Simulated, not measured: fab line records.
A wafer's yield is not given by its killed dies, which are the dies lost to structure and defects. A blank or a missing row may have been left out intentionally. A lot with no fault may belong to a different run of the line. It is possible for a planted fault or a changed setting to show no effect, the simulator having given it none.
A sampling plan put to the test / flow rit_cmos / 7 faults told of in these records, all on one fab line, each judged by the records of the lots it struck
The plan consists of the line's own looks: route steps at which the wafer is read by a gauge or an inspection but not changed. A look can be judged if struck wafers have a number there and the file gives its usual mean and standard deviation on fault-free wafers. Caught: the struck wafers' mean, at a look after the fault's first step, is 4 or more of those standard deviations (sigma) away from the usual mean. On the tool: the same test on the tool's own readings at the fault's steps. Caught also covers a different recipe on the struck wafers, or a record left blank for those wafers only.

## THE FAULTS, as the simulator had put them in
1. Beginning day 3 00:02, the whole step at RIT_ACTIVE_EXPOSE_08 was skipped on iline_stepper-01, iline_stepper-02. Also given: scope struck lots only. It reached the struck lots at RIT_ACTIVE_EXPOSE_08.
2. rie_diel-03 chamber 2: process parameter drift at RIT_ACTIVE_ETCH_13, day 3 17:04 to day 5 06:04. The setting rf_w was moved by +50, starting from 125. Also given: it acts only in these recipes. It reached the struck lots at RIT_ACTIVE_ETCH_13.
3. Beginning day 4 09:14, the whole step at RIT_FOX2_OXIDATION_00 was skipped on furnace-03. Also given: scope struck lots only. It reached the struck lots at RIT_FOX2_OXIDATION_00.
4. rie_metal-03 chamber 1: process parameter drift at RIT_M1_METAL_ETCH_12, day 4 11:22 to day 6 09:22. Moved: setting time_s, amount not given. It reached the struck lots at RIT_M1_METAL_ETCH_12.
5. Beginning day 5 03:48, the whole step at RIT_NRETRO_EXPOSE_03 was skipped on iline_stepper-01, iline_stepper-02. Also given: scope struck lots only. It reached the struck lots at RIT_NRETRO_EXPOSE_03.
6. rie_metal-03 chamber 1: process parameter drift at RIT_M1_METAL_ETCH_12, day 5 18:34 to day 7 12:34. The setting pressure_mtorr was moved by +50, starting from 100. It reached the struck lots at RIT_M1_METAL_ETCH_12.
7. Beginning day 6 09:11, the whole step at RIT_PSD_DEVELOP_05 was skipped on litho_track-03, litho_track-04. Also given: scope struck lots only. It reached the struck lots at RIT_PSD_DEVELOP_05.

## WHAT THE PLAN SAW
fault=1; on the tool itself=no reading that can be judged; first look that catches it=no look after it can be judged; reading, sigma=-; median hours from its first step to that look=-; hours from the fault's start to the first struck lot there=-; judged looks passed uncaught=0
fault=2; on the tool itself=rf_fwd_power_W +99 or beyond sigma; first look that catches it=no look after it can be judged; reading, sigma=-; median hours from its first step to that look=-; hours from the fault's start to the first struck lot there=-; judged looks passed uncaught=0
fault=3; on the tool itself=the tool's record is blank for the struck wafers; first look that catches it=no look after it can be judged; reading, sigma=-; median hours from its first step to that look=-; hours from the fault's start to the first struck lot there=-; judged looks passed uncaught=0
fault=4; on the tool itself=run_length_s +77 sigma; first look that catches it=no look after it can be judged; reading, sigma=-; median hours from its first step to that look=-; hours from the fault's start to the first struck lot there=-; judged looks passed uncaught=0
fault=5; on the tool itself=no reading that can be judged; first look that catches it=no look after it can be judged; reading, sigma=-; median hours from its first step to that look=-; hours from the fault's start to the first struck lot there=-; judged looks passed uncaught=0
fault=6; on the tool itself=chamber_pressure_mTorr +99 or beyond sigma; first look that catches it=no look after it can be judged; reading, sigma=-; median hours from its first step to that look=-; hours from the fault's start to the first struck lot there=-; judged looks passed uncaught=0
fault=7; on the tool itself=the tool's record is blank for the struck wafers; first look that catches it=no look after it can be judged; reading, sigma=-; median hours from its first step to that look=-; hours from the fault's start to the first struck lot there=-; judged looks passed uncaught=0
A dash: the fault isn't caught, or these records don't give the number.

Caught at a look: 0 of 7. Caught on the tool: 5 of 7. By one or the other: 5 of 7.
On the tool alone, faults 2, 3, 4, 6, 7 were caught.
Caught by neither: faults 1, 5.
